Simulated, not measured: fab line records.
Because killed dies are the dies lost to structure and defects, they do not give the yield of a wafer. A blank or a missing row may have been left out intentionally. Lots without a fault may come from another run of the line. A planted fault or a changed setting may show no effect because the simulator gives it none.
Code-filled problem report in 8D (eight disciplines) form | flow ritCmos | the parts of the form that need people (team, actions taken, sign-off) are left out

## 1. WHAT IS WRONG
Mean of spinSpeedRpm at RIT_PSD_COAT_01: 3916.4 rpm across 6 wafers in 2 lots; on wafers with no fault it is 3249.8 rpm (standard deviation 1.8). That is +99 or more standard deviations from the usual mean.
The step: resist thk 1000 nm.
The first sign was on wafer L829.1 at day 5 12:58, on lithoTrack-01. The record has a number at this step for 18 wafers belonging to 6 lots. The rule behind "out" and "out of limits": a value lying over 4 standard deviations away from the usual mean. The other wafers with a number count as sound.

## 2. WHAT IT IS, AND WHAT IT ISN'T
question                    | is                     | is not
which readings at this step | spinSpeedRpm           | exhaustPa
which lots                  | L829, L830             | L818, L819, L835, L839
which wafers of those lots  | all that have a number | -
read on which tools         | lithoTrack-01          | lithoTrack-03, lithoTrack-04
when                        | from day 5 12:58       | up to then (6 sound wafers); but 6 sound wafers of L835, L839 came after

## 3. SUSPECTS, AND WHAT RULES EACH OUT
Counting: a tool stays on the suspect list if, at a process step up to the reading, it processed all lots that are out and no sound lot following the first of them.
- lithoTrack-01 at RIT_PSD_COAT_01 (resist thk 1000 nm): kept. It ran every lot that is out, first L829 (day 5 12:58), and no sound lot after that. Its own readings are out on those wafers: spinSpeedRpm.
Left after counting: lithoTrack-01 at RIT_PSD_COAT_01.

## 4. THE CAUSE (what the simulator had put in)
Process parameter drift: lithoTrack-01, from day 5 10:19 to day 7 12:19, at RIT_PSD_COAT_01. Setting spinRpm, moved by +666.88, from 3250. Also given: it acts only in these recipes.
This tool alone remained once counting was done.

## 5. THE CHAIN OF EFFECTS, in route order
One row per reading whose mean, taken over the struck wafers that have a number, lies over 3 standard deviations from the usual. Only readings whose record carries a usual standard deviation are examined. hours: median over the lots of the time between each lot's start at the first step of this table that gives one and its start at this step. sigmas: the change, counted in usual standard deviations.
hours | step            | reading      | usual      | on struck wafers | change | sigmas
0     | RIT_PSD_COAT_01 | spinSpeedRpm | 3249.8 rpm | 3916.4           | +666.6 | +99 or more
Here are the process steps it includes:
- RIT_PSD_COAT_01: resist thk 1000 nm.
Later steps that measure or inspect, where all struck wafers having a row at the step show a number for every such reading and not one has moved that far: RIT_PSD_OVL_MEAS_06.

## 6. WHAT WOULD HAVE CAUGHT IT SOONER
The fault began at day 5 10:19; the first out-of-limits reading in this record came at day 5 12:58, 3 hours later.
